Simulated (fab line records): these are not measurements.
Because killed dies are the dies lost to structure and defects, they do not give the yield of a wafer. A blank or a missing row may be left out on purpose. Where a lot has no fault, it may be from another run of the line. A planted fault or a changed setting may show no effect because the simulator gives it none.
Struck lot and sound lot, side by side || flow rit-cmos || 15 out of 202 route steps
Sound: the wafers L553.1, L553.3, L553.5. Wafers struck: L557.2, L557.5, L557.6. The cause is given at the end.
Each step with rows lists, per side, the tool, then ch with its chambers, then its first start. Under that, the readings that differ: sound wafers || struck wafers || difference of the means || sigmas: that difference in standard deviations of wafers without a fault.
alike: same words and numbers on both sides, and readings whose means sit less than 2 such deviations apart. not compared: any withheld reading, any reading some wafer has no value for, any bound like >300 that may hide the same value, and any number with overlapping values for which the record gives no deviation.
Wherever a step has rows on one side only, a row that says differs or no value, or a row with sigmas, the two part there. Numbers that don't overlap but have no deviation are shown without sigmas and don't part them. A reading that every wafer of one side lacks parts them only if that side has two wafers or more.

first, 4 steps without rows for these wafers: RIT_PSD_SOFTBAKE_02 (time 60 s); RIT_PSD_EXPOSE_03 (exposes mask M10, target cd 40900 nm); RIT_PSD_PEB_04; RIT_PSD_DEVELOP_05 (develop time 50 s).
RIT_PSD_OVL_MEAS_06:
  struck on overlay-01, day 5 03:54; sound on overlay-02, day 4 08:05
  alike: PSD_OVL
then, 2 steps without rows for these wafers: RIT_PSD_HARDBAKE_07 (time 60 s); RIT_PSD_IMPLANT_08.
RIT_PSD_STRIP_09: strips in O2, time 180 s.
  sound on plasma-asher-01 ch 0,1, day 4 08:25; struck on plasma-asher-02 ch 0,1, day 5 04:14
  alike: drypump-motor-current-A, rf-refl-power-W
  not compared: rf-hours-counter-h
RIT_PSD_TW_MEAS_10:
  struck on film-metro-04, day 5 04:25; sound on film-metro-04, day 4 08:36
  alike: PSD_TW
then, 3 steps without rows for these wafers: RIT_SDANNEAL_CLEAN_00 (cleans in SC1, time 600 s); RIT_SDANNEAL_CLEAN_01 (cleans in dHF, time 30 s); RIT_SDANNEAL_CLEAN_02 (cleans in SC2, time 600 s).
RIT_SDANNEAL_RTA_03: time 5 s.
  sound on rtp-anneal-01 ch 0, day 4 09:02; struck on rtp-anneal-01 ch 0, day 5 05:04
  alike: wafer_temp_C_max
RIT_SDANNEAL_RS_MEAS_04: measurement is done with a four-point probe.
  struck on film-metro-04, day 5 05:08; sound on film-metro-02, day 4 09:06
  alike: PSD_RS
RIT_M1_PROBE_99:
  struck on prober-01, day 5 12:34; sound on prober-01, day 4 16:38
  alike: killed-at-contacts, killed-at-front-end, killed-dies, killed-open, killed-short

WHERE THEY PART
Nowhere in this record.

WHY: what had been put in by the simulator
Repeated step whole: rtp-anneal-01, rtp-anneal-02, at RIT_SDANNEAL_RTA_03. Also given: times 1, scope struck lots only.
